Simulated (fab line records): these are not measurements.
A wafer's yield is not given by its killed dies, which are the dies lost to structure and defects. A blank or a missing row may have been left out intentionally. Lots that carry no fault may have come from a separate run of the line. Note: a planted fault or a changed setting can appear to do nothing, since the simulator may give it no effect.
8D (eight disciplines) problem report, filled in by code	flow berkeley cmos170	the parts of the form that need people (team, actions taken, sign-off) are left out

1. WHAT IS WRONG
Wafers with no fault read 15.30 s with a standard deviation of 0.13, whereas strip time to endpoint s at UCB170_V2_STRIP_15 reads a mean of 15.89 s on 1 wafer of 1 lot. That is +4.5 standard deviations from the usual mean.
The step: strips in O2.
Earliest sighting: wafer L410.1 on plasma asher-03 at day 12 15:29. The record holds 39 wafers of 13 lots with a number at this step. Rule for "out", or "out of limits": more than 4 standard deviations from the usual mean. The other wafers with a number count as sound.

2. WHAT IT IS AND WHAT IT IS NOT
question	is	is not
which readings at this step	strip time to endpoint s	drypump motor current A, oes product au
which lots	L410	L387, L388, L389, L390, L391, L393, L394, L396, L397, L399, L400, L405
which wafers of those lots	L410.1	L410.2, L410.4
read on which tools	plasma asher-03	plasma asher-02
when	from day 12 15:29	up to then (38 sound wafers)

3. THE SUSPECTS, EACH WITH WHAT RULES IT OUT
Counting: a tool at a process step up to the reading stays a suspect if it ran every lot that is out. Sound lots after the first of them don't rule it out here, since some wafers of a struck lot are sound.
- cmp-01 at UCB170_V2_CMP_02 (polishes SiO2): kept. It processed L410, the lot that is out, at day 12 11:35, and its most recent sound lot before then was L397 at day 9 05:55.
- rie diel-01 at UCB170_V2_ETCH_14 (etches SiO2 in CHF3/CF4/Ar, stops on Al, target depth 1250 nm, time 291 s): kept. It processed L410, the lot that is out, at day 12 15:19, and its most recent sound lot before then was L400 at day 9 17:30.
- plasma asher-03 at UCB170_V2_STRIP_15 (strips in O2): kept. It processed L410, the lot that is out, at day 12 15:29, and its most recent sound lot before then was L399 at day 9 19:46. Out on those wafers are its own readings of strip time to endpoint s.
- Within cmp-01 at UCB170_V2_CMP_02: the wafers that are out ran in chamber 2; their sound lot-mates ran in chambers 0, 1.
- Within rie diel-01 at UCB170_V2_ETCH_14: the wafers that are out ran in chamber 2; their sound lot-mates ran in chambers 0, 3.
Still standing after the count: cmp-01 at UCB170_V2_CMP_02, rie diel-01 at UCB170_V2_ETCH_14, plasma asher-03 at UCB170_V2_STRIP_15.

4. THE CAUSE (what the simulator had put in)
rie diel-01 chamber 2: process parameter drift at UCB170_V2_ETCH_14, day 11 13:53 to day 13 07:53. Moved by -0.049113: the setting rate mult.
Counting leaves 3 suspects; this tool is one of them.

5. THE CHAIN OF EFFECTS, in route order
Rows list readings where the struck wafers' mean (over those with a number) sits beyond 3 standard deviations from the usual. Readings are gone through only where the record gives a usual standard deviation; hours: the median, over the lots, of the time from a lot's start at the first step in this table giving one to that lot's start at this step; sigmas: the change measured in usual standard deviations.
hours	step	reading	usual	on struck wafers	change	sigmas
0	UCB170_V2_STRIP_15	strip time to endpoint s	15.30 s	15.89	+0.59	+4.5
Here are the process steps it includes:
- UCB170_V2_STRIP_15: strips in O2.
At these later measuring or inspecting steps, every struck wafer for which the step has a row has a number for every such reading, and none has moved that far: UCB170_M3_RS_MEAS_02.

6. WHAT WOULD HAVE CAUGHT IT SOONER
The fault began at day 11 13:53; the first out-of-limits reading in this record came at day 12 15:29, 26 hours later.
Tool readings at UCB170_V2_ETCH_14 with a usual standard deviation given in the record: none out on any struck wafer, hence no alarm at a limit of 4 standard deviations on them.
Each of the lots that are out, 1 in all, had begun UCB170_V2_ETCH_14 on rie diel-01 no later than day 12 15:29. None of them would have been spared by holding the tool at that moment.
